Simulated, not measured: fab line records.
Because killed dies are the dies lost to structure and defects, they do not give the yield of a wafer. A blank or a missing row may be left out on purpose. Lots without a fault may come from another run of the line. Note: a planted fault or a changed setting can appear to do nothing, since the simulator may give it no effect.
Problem report in the 8D (eight disciplines) form, filled by code / flow berkeley_cmos170 / the parts of the form that need people (team, actions taken, sign-off) are left out

## 1. THE PROBLEM
SPACER_TEOS_THK at UCB170_SPACER_THK_MEAS_01 reads a mean of 457 nm on 1 wafer of 1 lot; wafers without a fault read 378 nm with a standard deviation of 4.5. That is +18 standard deviations from the usual mean.
Earliest sighting: wafer L409.1 on film_metro-04 at day 8 12:38. At this step, 39 wafers from 13 lots have a number in the record. Rule for "out", or "out of limits": more than 4 standard deviations from the usual mean. The rest of the wafers with a number are treated as sound.

## 2. WHAT IT IS; WHAT IT IS NOT
question=which readings at this step | is=SPACER_TEOS_THK | is not=-
question=which lots | is=L409 | is not=L399, L401, L403, L405, L410, L412, L413, L414, L415, L416, L420, L421
question=which wafers of those lots | is=L409.1 | is not=L409.3, L409.6
question=read on which gauges | is=film_metro-04 | is not=film_metro-01, film_metro-03
question=when | is=from day 8 12:38 | is not=up to then (14 sound wafers); but 24 sound wafers of L410, L412, L413, L414, L415, L416, L420, L421 came after

## 3. THE SUSPECTS, EACH WITH WHAT RULES IT OUT
Counting: if a tool at a process step up to the reading ran every lot that is out, it stays a suspect. Sound lots after the first of them don't rule it out here, since some wafers of a struck lot are sound.
- the gauge at UCB170_SPACER_THK_MEAS_01 has been ruled out. All the wafers that are out were read on film_metro-04, but those of them that UCB170_SPACER_CVD_00 has rows for are out there too, on other tools.
- pecvd-01 at UCB170_SPACER_CVD_00 (deposits SiO2 from TEOS/O2, target thk 376 nm, time 47 s): kept. The lot that is out, L409, ran on it at day 8 12:35; the last sound lot it ran before that was L401, at day 6 18:31. Its own run_length_s readings are out on those wafers.
- Within pecvd-01 at UCB170_SPACER_CVD_00, the wafers that are out were processed in chamber 0 and their sound lot-mates in chamber 1.
Remaining after the count: pecvd-01 at UCB170_SPACER_CVD_00.

## 4. THE CAUSE (what the simulator had put in)
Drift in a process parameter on pecvd-01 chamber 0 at UCB170_SPACER_CVD_00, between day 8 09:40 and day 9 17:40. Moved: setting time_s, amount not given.
Only this tool survived the counting.

## 5. SEQUENCE OF EFFECTS, ordered by route
Rows list readings where the struck wafers' mean (over those with a number) sits beyond 3 standard deviations from the usual. Only readings for which the record gives a usual standard deviation are gone through. hours: the time from each lot's start at the first step in this table that gives one to its start at this step, as a median over the lots. sigmas: the change in usual standard deviations.
hours=0; step=UCB170_SPACER_CVD_00; reading=run_length_s; usual=74.8 s; on struck wafers=85.8; change=+11.0; sigmas=+28
hours=0; step=UCB170_SPACER_THK_MEAS_01; reading=SPACER_TEOS_THK; usual=378 nm; on struck wafers=457; change=+79; sigmas=+18
hours=2; step=UCB170_SPACER_ETCHBACK_03; reading=oes_product_au; usual=0.898 a.u.; on struck wafers=0.971; change=+0.073; sigmas=+5.2
Its process steps:
- UCB170_SPACER_CVD_00: deposits SiO2 from TEOS/O2, target thk 376 nm, time 47 s.
- UCB170_SPACER_ETCHBACK_03: etches SiO2 in CHF3/CF4/Ar, stops on Si, target depth 376 nm, time 100 s.

## 6. WHAT WOULD HAVE CAUGHT IT SOONER
Counted from the fault's start at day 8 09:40, it took 3 hours until the first out-of-limits reading at a measuring or inspecting step in this record, taken at day 8 12:38.
Tool's own readings at UCB170_SPACER_CVD_00, run_length_s: out on all struck wafers the step has rows for; an alarm limit on them would have tripped on the first.
By day 8 12:38, every lot that is out (1) had started UCB170_SPACER_CVD_00 on pecvd-01. Holding the tool at that point would not have protected any of them.
